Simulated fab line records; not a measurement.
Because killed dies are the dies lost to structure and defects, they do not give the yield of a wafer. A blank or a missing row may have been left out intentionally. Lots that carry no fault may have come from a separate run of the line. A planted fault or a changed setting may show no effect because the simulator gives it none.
Lot-split experiment -- flow ritCmos -- on a route of 202 steps: 5 lots, 23 wafers read

THE SPLIT ITSELF
At RIT_PWELL_COAT_01 (resist thk 1300 nm), the setting spinRpm was moved away from the recipe's 2000 rpm on 5 of the 23 wafers read, by -3.6% to -3.0%. For the rest of the wafers, this setting stayed at what the recipe calls for.

FROM THE SPLIT TO THE READING: what the file shows between them, 3 steps
- RIT_PWELL_SOFTBAKE_02: time 60 s
- RIT_PWELL_EXPOSE_03: exposes mask M3, target cd 43700 nm
- RIT_PWELL_DEVELOP_05: develop time 68 s

THE READING
NOVOLAK_of_PWELL_COAT_01.thkNm (the simulator's own value, which no gauge read), in nm, at RIT_PWELL_HARDBAKE_07 (time 120 s). The file gives no usual value for it. Across the 18 wafers here that went through the recipe, the average is 1138 nm and the standard deviation 3.3 nm.

wafer,"tool, chamber at the split","spinRpm as run, rpm",against the recipe,"NOVOLAK_of_PWELL_COAT_01.thkNm, nm",against lot-mates on the recipe
L075.2,"lithoTrack-01, 0",2000,recipe,1141,-
L075.5,"lithoTrack-01, 0",2000,recipe,1145,-
L075.6,"lithoTrack-01, 0",2000,recipe,1140,-
L076.1,"lithoTrack-03, 0",2000,recipe,1136,-
L076.3,"lithoTrack-03, 0",2000,recipe,1136,-
L076.2,"lithoTrack-03, 0",2000,recipe,1137,-
L076.5,"lithoTrack-03, 0",2000,recipe,1134,-
L076.6,"lithoTrack-03, 0",2000,recipe,1135,-
L080.2,"lithoTrack-01, 0",2000,recipe,1136,-
L080.3,"lithoTrack-01, 0",2000,recipe,1137,-
L080.4,"lithoTrack-01, 0",1939,-3.0%,1158,+22
L080.5,"lithoTrack-01, 0",1939,-3.0%,1153,+16
L080.6,"lithoTrack-01, 0",1939,-3.0%,1155,+18
L082.1,"lithoTrack-01, 0",2000,recipe,1137,-
L082.2,"lithoTrack-01, 0",2000,recipe,1134,-
L082.3,"lithoTrack-01, 0",1927,-3.6%,1155,+20
L082.4,"lithoTrack-01, 0",1927,-3.6%,1156,+21
L082.5,"lithoTrack-01, 0",2000,recipe,1133,-
L083.1,"lithoTrack-03, 0",2000,recipe,1143,-
L083.2,"lithoTrack-03, 0",2000,recipe,1142,-
L083.3,"lithoTrack-03, 0",2000,recipe,1138,-
L083.4,"lithoTrack-03, 0",2000,recipe,1141,-
L083.5,"lithoTrack-03, 0",2000,recipe,1139,-

FIT RESULTS
A straight line over all 23 wafers: NOVOLAK_of_PWELL_COAT_01.thkNm changes by -5.24 nm for each +1% of spinRpm; r = -0.92; the points scatter about the line by 3.2 nm.
The same after taking each lot's own level away (the mean of its wafers on the recipe; 23 wafers): -5.94 nm for each +1%; r = -0.98; scatter 1.7 nm.
That fit puts the effect of the largest move of spinRpm on the reading at 22 nm.
The lots' own levels span 1134.7 to 1142.0 nm, that is 2.2 times the standard deviation above.
So the slope is not independent of the lot-to-lot level: the two fits are not the same.
Check: with one of the wafers moved furthest among these (-3.6%) left out of the fit, the line predicts +22.1 nm for it against its lot-mates. It came out at +20.3 nm against them.

FURTHER SPLITS ON THESE WAFERS
Other splits were also applied to these wafers ahead of the reading. Each is held against what the fit with the lots' levels taken away leaves over:
other split on the same wafers,wafers away from the commonest value,r with NOVOLAK_of_PWELL_COAT_01.thkNm (lot level and that fit taken away)
RIT_ACTIVE_OXIDATION_01 oxTimeS,18,-0.12
RIT_ACTIVE_SOFTBAKE_07 tempC,5,-0.07
RIT_NWELL_IMPLANT_08 energyKev,4,+0.10

THE WHOLE CHAIN: every reading that the file lists as answering this split, in the file's order
step,what it does,reading,change (the file's fit),r (the file's)
RIT_PWELL_COAT_01,resist thk 1300 nm,"NOVOLAK_of_PWELL_COAT_01.thkNm (the simulator's own value, which no gauge read)",-6.82 nm for each +1% of the setting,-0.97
RIT_PWELL_HARDBAKE_07,time 120 s,"NOVOLAK_of_PWELL_COAT_01.thkNm (the simulator's own value, which no gauge read)",-5.88 nm for each +1% of the setting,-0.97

FILE'S OWN FIT
NOVOLAK_of_PWELL_COAT_01.thkNm changes by -5.88 nm for each +1% of spinRpm, r = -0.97.
